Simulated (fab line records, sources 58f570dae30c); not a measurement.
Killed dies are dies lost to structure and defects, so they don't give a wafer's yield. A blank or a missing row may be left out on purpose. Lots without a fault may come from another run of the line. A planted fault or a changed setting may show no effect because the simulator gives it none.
One fault seen from 2 desks | flow berkeley_cmos170 | each desk has only its own numbers; what lay behind them comes last

THE TOOL OWNER'S DESK: pvd_sputter-03
The tool's own readings at UCB170_M1_SPUTTER_00 (material Al, target thk 600 nm, time 80 s): means of the sampled wafers that have a number, for each lot that ran on this tool. A lot is out of limits, marked OUT, if its mean lies more than 4 standard deviations from the usual mean; the brackets give that distance.
Columns: A = chamber_pressure_pa at UCB170_M1_SPUTTER_00, usual 0.5000 Pa; B = throttle_valve_pct at UCB170_M1_SPUTTER_00, usual 30.2 %
lot  | first seen here | A                | B
L479 | day 8 10:52     | 0.4998           | 30.7
L488 | day 10 17:42    | 0.5009           | 31.4
L489 | day 11 17:26    | 0.4309 (-63) OUT | 33.9
L496 | day 12 21:52    | 0.4305 (-63) OUT | 34.9
This desk's finding: out of limits on L489, L496; first on L489, day 11 17:26 (chamber_pressure_pa at UCB170_M1_SPUTTER_00). In limits: L479, L488.

THE METROLOGY DESK
What the gauges read, lot by lot, whatever tool the lot ran on: means of the sampled wafers that have a number. A lot is out of limits, marked OUT, if its mean lies more than 4 standard deviations from the usual mean; the brackets give that distance.
Columns: A = M1_AL_RS at UCB170_M1_RS_MEAS_01, usual 0.0486 ohm/sq; B = M1_AL_THK at UCB170_M1_THK_MEAS_02, usual 602 nm; C = cd_nm at UCB170_M1_CD_MEAS_90, usual 701.0 nm
lot  | first seen here | A                 | B   | C
L478 | day 8 09:03     | 0.0484            | 601 | 700.7
L479 | day 8 10:56     | 0.0486            | 598 | 707.4
L477 | day 8 11:19     | 0.0483            | 608 | 700.9
L480 | day 8 11:43     | 0.0485            | 606 | 701.5
L484 | day 10 02:04    | 0.0483            | 609 | 703.0
L483 | day 10 02:20    | 0.0479            | 608 | 699.0
L481 | day 10 03:52    | 0.0482            | 609 | 700.5
L488 | day 10 17:46    | 0.0485            | 601 | 700.1
L487 | day 10 17:53    | 0.0490            | 599 | 701.4
L491 | day 11 16:47    | 0.0489            | 595 | 698.4
L489 | day 11 17:35    | 0.0467 (-4.5) OUT | 623 | 699.4
L496 | day 12 21:58    | 0.0471            | 614 | 698.5
L497 | day 13 01:58    | 0.0492            | 597 | 701.7
L499 | day 13 02:55    | 0.0484            | 609 | 699.7
This desk's finding: out of limits on L489; first on L489, day 11 17:35 (M1_AL_RS at UCB170_M1_RS_MEAS_01). In limits: L478, L479, L477, L480, L484, L483, L481, L488, L487, L491, L496, L497, L499.

PUT TOGETHER
The tool owner's desk could have raised an alarm at day 11 17:26, on L489, L496.
The metrology desk could have raised an alarm at day 11 17:35, on L489.
The metrology desk has L496 on record, within its limits.
Of the lots named, all ran UCB170_M1_SPUTTER_00 on pvd_sputter-03.

WHAT THE SIMULATOR HAD PUT IN
Process parameter drift: pvd_sputter-03, from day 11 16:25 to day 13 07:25, at UCB170_M1_SPUTTER_00. Setting chamber_pressure_pa, moved by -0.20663, from 0.5. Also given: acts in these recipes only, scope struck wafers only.
Lots struck among those shown: L489, L496.
Hours from the fault's start to each desk's first reading out of limits: the tool owner's desk, 1; the metrology desk, 1.
